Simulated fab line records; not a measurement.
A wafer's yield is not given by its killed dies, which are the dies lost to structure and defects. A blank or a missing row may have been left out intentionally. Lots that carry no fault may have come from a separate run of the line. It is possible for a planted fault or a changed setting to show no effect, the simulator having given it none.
A struck lot beside a sound one ; flow berkeley_cmos170 ; 24 steps out of a route of 331
Sound: these wafers, L750.1, L750.3, L750.5. Wafers struck: L761.1, L761.2, L761.6. Last of all comes the cause.
Order at every step that has rows: each side's tool, ch and its chambers, its first start. Under that, the readings that differ: sound wafers ; struck wafers ; difference of the means ; sigmas: that difference in standard deviations of wafers without a fault.
alike: words and numbers the same on both sides, and readings whose means are apart by under 2 such deviations; not compared: readings that were withheld, readings missing a value for some wafer, numbers with overlapping values and no deviation given by the record, and bounds like >300 which may hide the same value.
Wherever a step has rows on one side only, a row that says differs or no value, or a row with sigmas, the two part there. When numbers do not overlap yet have no deviation, they are printed without sigmas and do not part them. A reading that every wafer of one side lacks parts them only if that side has two wafers or more.

UCB170_NWELL_ETCH_13: etches Si3N4 in CH3F/Ar/O2, stops on SiO2, target depth 246.4 nm, time 154 s.
  sound on rie_diel-02 ch 0,1, day 2 16:50; struck on rie_diel-04 ch 0,2,3, day 5 06:31
  alike: CH3F_flow_sccm, drypump_motor_current_A, oes_product_au, rf_fwd_power_W, throttle_valve_pct
  not compared: rf_hours_counter_h
next, for these wafers, 1 step has no rows: UCB170_NWELL_IMPLANT_14.
UCB170_NWELL_STRIP_15: strips in O2.
  sound on plasma_asher-01 ch 1, day 2 17:05; struck on plasma_asher-02 ch 0,1, day 5 06:46
reading;sound;struck;difference;sigmas
drypump_motor_current_A (A);5.64 5.65 5.65;6.10 6.30 6.13;+0.53;+2
  alike: oes_product_au, strip_time_to_endpoint_s
  not compared: rf_hours_counter_h
UCB170_NWELL_TW_MEAS_16:
  sound: film_metro-04 at day 2 17:11; struck: film_metro-02 at day 5 06:52
  alike: NWELL_TW
then, 6 steps without rows for these wafers: UCB170_NWELL_CLEAN_17 (cleans in SPM, time 600 s); UCB170_NWELL_WET_ETCH_18 (etches Si3N4 in H3PO4, time 14400 s); UCB170_NWELL_WET_ETCH_19 (etches SiO2 in BOE, time 22 s); UCB170_PWELL_CLEAN_00 (cleans in SPM, time 600 s); UCB170_PWELL_CLEAN_01 (cleans in dHF, time 60 s); UCB170_PWELL_OXIDATION_02 (target thk 26.4 nm, ox time 1260 s).
UCB170_PWELL_THK_MEAS_03:
  sound: film_metro-01 at day 3 03:46; struck: film_metro-03 at day 5 17:18
  alike: PWELL_OXIDE_THK
then, 1 step without rows for these wafers: UCB170_PWELL_ANNEAL_04 (time 900 s).
UCB170_PWELL_CVD_05: deposits Si3N4 from SiH2Cl2/NH3, target thk 220 nm, time 3300 s.
  sound on lpcvd-02 ch 0, day 3 08:01; struck on lpcvd-01 ch 0, day 5 22:49
reading;sound;struck;difference;sigmas
model.Si3N4_of_PWELL_CVD_05.thk_nm (nm);217.1 217 216.4;201.8 202.3 201.1;-15.1;
  alike: zone_power_source_pct
UCB170_PWELL_THK_MEAS_06:
  sound: film_metro-03 at day 3 09:56; struck: film_metro-04 at day 6 00:44
reading;sound;struck;difference;sigmas
PWELL_NITRIDE_THK (nm);217.0 217.1 216.7;201.6 202.2 201.0;-15.3;-8
then, 6 steps without rows for these wafers: UCB170_PWELL_HMDS_07 (prime time 60 s); UCB170_PWELL_COAT_08 (resist thk 900 nm); UCB170_PWELL_SOFTBAKE_09 (time 60 s); UCB170_PWELL_EXPOSE_10 (exposes mask PWELL, target cd 3000 nm); UCB170_PWELL_PEB_11; UCB170_PWELL_DEVELOP_12 (develop time 45 s).
UCB170_PWELL_OVL_MEAS_13:
  sound: overlay-02 at day 3 10:53; struck: overlay-02 at day 6 02:01
  alike: PWELL_OVL
UCB170_PWELL_ETCH_14: etches Si3N4 in CH3F/Ar/O2, stops on SiO2, target depth 242 nm, time 151 s.
  sound on rie_diel-01 ch 0,1,3, day 3 10:55; struck on rie_diel-04 ch 1,2,3, day 6 02:03
reading;sound;struck;difference;sigmas
oes_product_au (a.u.);0.930 0.964 0.927;0.912 0.902 0.872;-0.045;-3
model.etch.depth_nm (nm);217.1 217 216.4;201.8 202.3 201.1;-15.1;
  alike: CH3F_flow_sccm, drypump_motor_current_A, rf_fwd_power_W, throttle_valve_pct
  not compared: rf_hours_counter_h
next, for these wafers, 1 step has no rows: UCB170_PWELL_IMPLANT_15.
-- the record jumps here: 5 days lie between the struck wafers' starts before and after (it left off in module PWELL and takes up again in module M3, whose first step shown is number 331 of the route) --
UCB170_M3_PROBE_99:
  only the struck wafers here have rows in the record (prober-01, day 11 13:11); the sound ones have none

WHERE THEY PART
At UCB170_NWELL_STRIP_15 first; at UCB170_M3_PROBE_99 last (within this record only).

WHY: what had been put in by the simulator
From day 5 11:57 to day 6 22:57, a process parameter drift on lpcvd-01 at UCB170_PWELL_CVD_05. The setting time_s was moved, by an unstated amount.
